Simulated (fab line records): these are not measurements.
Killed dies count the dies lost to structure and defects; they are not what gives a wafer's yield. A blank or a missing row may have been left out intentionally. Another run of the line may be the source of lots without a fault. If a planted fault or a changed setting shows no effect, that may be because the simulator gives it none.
Struck lot and sound lot, side by side || flow rit-cmos || 15 out of 202 route steps
Sound: these wafers, L623.2, L623.3, L623.6. Wafers struck: L634.4, L634.5, L634.6. At the end, the cause is stated.
At each step with rows: each side's tool, then ch and its chambers, then its first start. Under that, the readings that differ: sound wafers || struck wafers || difference of the means || sigmas: that difference in standard deviations of wafers without a fault.
alike: words and numbers the same on both sides, and readings whose means are apart by under 2 such deviations; not compared: readings that were withheld, readings missing a value for some wafer, numbers with overlapping values and no deviation given by the record, and bounds like >300 which may hide the same value.
A row with sigmas, a row that says differs or no value, or rows on one side alone: a step with any of these is where the two part. Non-overlapping numbers with no deviation appear without sigmas and do not part them. A reading that every wafer of one side lacks parts them only if that side has two wafers or more.

first, 1 step without rows for these wafers: RIT_NRETRO_IMPLANT_08.
RIT_NRETRO_STRIP_09: strips in O2, time 180 s.
  sound on plasma-asher-04 ch 0,1, day 2 15:28; struck on plasma-asher-01 ch 0,1, day 5 00:16
{"reading": "chamber-pressure-mTorr (mTorr)", "sound": "3999 4008 4007", "struck": "3993 3996 3999", "difference": -9, "sigmas": -2}
{"reading": "rf-refl-power-W (W)", "sound": "8.1 6.9 8.1", "struck": "5.6 6.3 5.7", "difference": -1.8, "sigmas": -2}
  alike: drypump-motor-current-A
  not compared: rf-hours-counter-h
RIT_NRETRO_TW_MEAS_10:
  sound: film-metro-03 at day 2 15:40; struck: film-metro-02 at day 5 00:25
  alike: NRETRO_TW
then, 6 steps without rows for these wafers: RIT_PRETRO_HMDS_00 (prime time 60 s); RIT_PRETRO_COAT_01 (resist thk 1300 nm); RIT_PRETRO_SOFTBAKE_02 (time 60 s); RIT_PRETRO_EXPOSE_03 (exposes mask M5, target cd 43700 nm); RIT_PRETRO_PEB_04; RIT_PRETRO_DEVELOP_05 (develop time 68 s).
RIT_PRETRO_OVL_MEAS_06:
  sound: overlay-02 at day 2 16:35; struck: overlay-02 at day 5 01:20
  alike: PRETRO_OVL
then, 2 steps without rows for these wafers: RIT_PRETRO_HARDBAKE_07 (time 120 s); RIT_PRETRO_IMPLANT_08.
RIT_PRETRO_STRIP_09: strips in O2, time 180 s.
  sound on plasma-asher-04 ch 0,1, day 2 17:01; struck on plasma-asher-03 ch 0,1, day 5 01:56
  no value came back on the struck wafers for chamber-pressure-mTorr (mTorr), drypump-motor-current-A (A), rf-refl-power-W (W); on the sound wafers chamber-pressure-mTorr (mTorr) reads 4001 3999 3998
{"reading": "model.NOVOLAK_of_PRETRO_COAT_01.thk-nm (nm)", "sound": "0 0 0", "struck": "1138 1137 1136", "difference": "+1137", "sigmas": ""}
  not compared: rf-hours-counter-h
RIT_PRETRO_TW_MEAS_10:
  sound: film-metro-03 at day 2 17:13; struck: film-metro-04 at day 5 02:05
  alike: PRETRO_TW
RIT_M1_PROBE_99:
  sound: prober-01 at day 4 00:23; struck: prober-02 at day 6 04:08
{"reading": "killed-at-front-end", "sound": "5 6 9", "struck": "263 264 264", "difference": "+257", "sigmas": "+86"}
{"reading": "killed-dies", "sound": "5 6 9", "struck": "264 264 264", "difference": "+257", "sigmas": "+86"}
{"reading": "killed-on-rim", "sound": "1 2 1", "struck": "70 70 70", "difference": "+69", "sigmas": "+57"}
  alike: killed-at-contacts, killed-open, killed-short

WHERE THEY PART
Last at RIT_M1_PROBE_99 as far as this record goes, first at RIT_NRETRO_STRIP_09.

WHY: what the simulator had put in
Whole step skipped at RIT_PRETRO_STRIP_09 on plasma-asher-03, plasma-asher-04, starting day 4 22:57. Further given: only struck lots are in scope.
